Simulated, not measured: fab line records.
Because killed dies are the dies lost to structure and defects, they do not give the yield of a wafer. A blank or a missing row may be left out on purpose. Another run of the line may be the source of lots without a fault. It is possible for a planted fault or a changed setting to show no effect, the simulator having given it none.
Which of the tools did it? -- flow ritCmos -- 14 lots (42 wafers sampled), 1 step of a 202-step route

== WHAT THE GAUGES SHOWED, per wafer ==
Not one reading of a measure or inspect step in the record can be checked against a usual standard deviation.

== WHAT TOOL EACH LOT RAN ON (gives the tool, then ch and the chambers of the sampled wafers, and finally the start) ==
lot,RIT_PSD_PEB_04
L210,"lithoTrack-02 ch 0, day 3 05:59"
L211,"lithoTrack-02 ch 0, day 3 09:46"
L212,"lithoTrack-04 ch 0, day 3 15:09"
L213,"lithoTrack-03 ch 0, day 3 19:26"
L216,"lithoTrack-02 ch 0, day 4 10:46"
L217,"lithoTrack-03 ch 0, day 4 15:42"
L218,"lithoTrack-04 ch 0, day 4 21:56"
L224,"lithoTrack-04, day 6 02:44"
L225,"lithoTrack-02, day 6 08:43"
L228,"lithoTrack-04 ch 0, day 6 22:38"
L229,"lithoTrack-02 ch 0, day 7 04:02"
L230,"lithoTrack-02 ch 0, day 7 09:44"
L231,"lithoTrack-02 ch 0, day 7 16:07"
L232,"lithoTrack-02 ch 0, day 8 00:08"
- RIT_PSD_PEB_04

== AS READ BY THE TOOLS THEMSELVES (means over the sampled wafers that have a number; for cases with no such wafer, the mark the record gives instead) ==
RIT_PSD_PEB_04.
lot,tool,exhaustPa (Pa)
L210,lithoTrack-02,44.5
L211,lithoTrack-02,44.9
L212,lithoTrack-04,44.5
L213,lithoTrack-03,45.0
L216,lithoTrack-02,44.7
L217,lithoTrack-03,45.2
L218,lithoTrack-04,44.4
L224,lithoTrack-04,-
L225,lithoTrack-02,-
L228,lithoTrack-04,45.0
L229,lithoTrack-02,44.5
L230,lithoTrack-02,45.5
L231,lithoTrack-02,45.9
L232,lithoTrack-02,44.9

== THE ANSWER, worked out from the rows above alone ==
Rule: the lots themselves supply what counts as usual. Put in order of their means at a reading, lots are off if they are a third of the lots or fewer, leave a main group of 4 or more, and stand apart from it by a gap of 3 or more times the standard deviation of the main group's means; of several such gaps the widest counts. Not used: any main group whose means are identical at the precision the tables above print for the reading. A lot without any number at a reading at which 4 lots or more have one is off too. Any other lot the step has rows for is counted as sound. First the gauges in route order, then the tools' own readings, where a lot's mean is used as printed above. The first step at which some lot is off is used, and at that step the reading that is off furthest; a lot without a number counts as furthest.
Off at RIT_PSD_PEB_04 (exhaustPa): L224, L225. Without a number there: L224, L225. The main group: mean 44.9 Pa, standard deviation 0.43.
If a tool, at that step or one of the process steps before it, ran each lot that is off and ran no sound lot following the first of them, it fits. Of those tried, none fits.

== WHAT THE SIMULATOR HAD INSERTED ==
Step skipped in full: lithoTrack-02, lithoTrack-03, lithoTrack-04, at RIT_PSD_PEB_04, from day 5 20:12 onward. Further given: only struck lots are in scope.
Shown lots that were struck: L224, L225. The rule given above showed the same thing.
